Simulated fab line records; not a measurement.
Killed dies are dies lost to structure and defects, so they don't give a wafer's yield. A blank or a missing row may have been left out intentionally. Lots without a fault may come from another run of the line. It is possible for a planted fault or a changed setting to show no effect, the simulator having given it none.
Which of the tools did it? | flow berkeleyCmos170 | 42 wafers sampled from 14 lots at 1 step of a route of 331

== WHAT THE GAUGES READ, wafer by wafer ==
UCB170_PVT_OVL_MEAS_06.
lot  | measured     | on         | PVT_OVL (nm)
L326 | day 6 03:19  | overlay-02 | 1 4 -1
L328 | day 7 01:54  | overlay-01 | -3 -7 -14
L327 | day 7 10:50  | overlay-01 | -11 -10 -6
L330 | day 7 11:16  | overlay-01 | 0 4 7
L331 | day 7 21:14  | overlay-01 | 2 2 -1
L336 | day 8 13:38  | overlay-02 | 14 10 14
L335 | day 8 13:52  | overlay-01 | -8 -2 -9
L337 | day 8 23:52  | overlay-01 | 6 3 0
L338 | day 9 00:03  | overlay-01 | -5 -4 3
L343 | day 10 03:20 | overlay-01 | -11 -11 -1
L344 | day 10 04:02 | overlay-02 | -6 -2 11
L346 | day 11 17:08 | overlay-01 | -4 2 -6
L349 | day 12 04:11 | overlay-01 | -4 -13 -7
L348 | day 12 04:27 | overlay-01 | -2 -1 -4

== TOOL THAT RAN EACH LOT (tool first, then ch and the chambers of the sampled wafers, then the start) ==
There is no process step in the record ahead of these readings.

== AS READ BY THE TOOLS THEMSELVES (means over the sampled wafers that have a number; for cases with no such wafer, the mark the record gives instead) ==
The record holds no such reading with a usual standard deviation.

== THE ANSWER, worked out from the rows above alone ==
Rule: the usual values come from the lots themselves. The widest of any qualifying gaps counts: lots, ordered by their means at a reading, are off when they make up no more than a third of the lots, leave a main group of 4 or more, and stand apart from it by 3 or more times the standard deviation of that group's means. If all means in a main group match to the digits the tables above print for the reading, that group is not used. A lot without any number at a reading at which 4 lots or more have one is off too. Where the step has rows for the other lots, those lots are counted as sound. The gauges are gone through in route order, then the tools' own readings, and for those a lot's mean is taken as printed above. At the first step where some lot is off, the reading lying furthest off is the one used; lots without a number count as furthest.
Across all readings shown, no lot is off: no conclusion can be drawn from this.

== WHAT THE SIMULATOR HAD INSERTED ==
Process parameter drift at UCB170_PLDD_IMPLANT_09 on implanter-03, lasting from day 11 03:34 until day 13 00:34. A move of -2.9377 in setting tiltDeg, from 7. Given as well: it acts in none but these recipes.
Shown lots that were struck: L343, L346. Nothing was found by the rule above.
